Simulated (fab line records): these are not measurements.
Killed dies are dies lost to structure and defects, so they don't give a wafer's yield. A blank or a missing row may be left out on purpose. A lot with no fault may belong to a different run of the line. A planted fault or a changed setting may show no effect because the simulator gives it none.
Comparing a struck lot with a sound one / flow berkeley_cmos170 / 15 out of 331 route steps
Sound: the wafers L331.1, L331.2, L331.3. Wafers struck: L342.4, L342.5, L342.6. The cause comes at the end.
Per side, at each step with rows, come the tool, then ch with its chambers, and then its first start. Under that, the readings that differ: sound wafers / struck wafers / difference of the means / sigmas: that difference in standard deviations of wafers without a fault.
alike: readings whose means differ by less than 2 such deviations, and words and numbers that are the same on both sides. not compared: withheld readings, readings that some wafer has no value for, bounds like >300 that may hide the same value, and numbers for which the record gives no deviation and whose values overlap.
A row with sigmas, a row that says differs or no value, or rows on one side alone: a step with any of these is where the two part. Numbers that have no deviation but don't overlap get no sigmas and don't part them. Lack of a reading on every wafer of one side parts them only where that side has two or more wafers.

UCB170_CONTACT_THK_MEAS_02:
  struck on film_metro-03, day 9 19:51; sound on film_metro-03, day 7 07:53
  alike: CONTACT_PSG_THK
then, 3 steps without rows for these wafers: UCB170_CONTACT_HMDS_03 (prime time 60 s); UCB170_CONTACT_COAT_04 (resist thk 900 nm); UCB170_CONTACT_SOFTBAKE_05 (time 60 s).
UCB170_CONTACT_STRIP_06: strips in O2.
  sound on plasma_asher-02 ch 0,1, day 7 08:23; struck on plasma_asher-03 ch 0,1, day 9 20:22
reading=oes_product_au (a.u.); sound=0.732 0.740 0.739; struck=0.727 0.727 0.728; difference=-0.010; sigmas=-2
  alike: drypump_motor_current_A, strip_time_to_endpoint_s
  not compared: rf_hours_counter_h
then, 1 step without rows for these wafers: UCB170_CONTACT_CLEAN_07 (cleans in SPM, time 600 s).
UCB170_CONTACT_RTA_08: time 10 s.
  sound on rtp_anneal-01 ch 0, day 7 08:40; struck on rtp_anneal-01 ch 0, day 9 20:54
  alike: lamp_power_pct, wafer_temp_C_max
then, 5 steps without rows for these wafers: UCB170_CONTACT_COAT_09; UCB170_CONTACT_COAT_10 (resist thk 900 nm); UCB170_CONTACT_SOFTBAKE_11 (time 60 s); UCB170_CONTACT_EXPOSE_12 (exposes mask CONT, target cd 700 nm); UCB170_CONTACT_PEB_13.
UCB170_CONTACT_DEVELOP_14: develop time 45 s.
  sound on litho_track-04 ch 0, day 7 09:00; struck on litho_track-04 ch 0, day 9 21:00
reading=developer_temp_C (C); sound=20.88 21.02 20.96; struck=18.92 18.97 18.74; difference=-2.08; sigmas=-21
UCB170_CONTACT_CD_MEAS_15 targets a cd of 700 nm.
  struck on cd_sem-02, day 9 21:58; sound on cd_sem-02, day 7 10:04
  alike: cd_nm
following that, these wafers have no rows for 1 step: UCB170_M3_PROBE_99.

== WHERE THEY PART ==
At UCB170_CONTACT_STRIP_06 first; at UCB170_CONTACT_DEVELOP_14 last (within this record only). Later steps at which nothing parts them and some readings are alike: UCB170_CONTACT_CD_MEAS_15.

WHY: the cause the simulator had injected
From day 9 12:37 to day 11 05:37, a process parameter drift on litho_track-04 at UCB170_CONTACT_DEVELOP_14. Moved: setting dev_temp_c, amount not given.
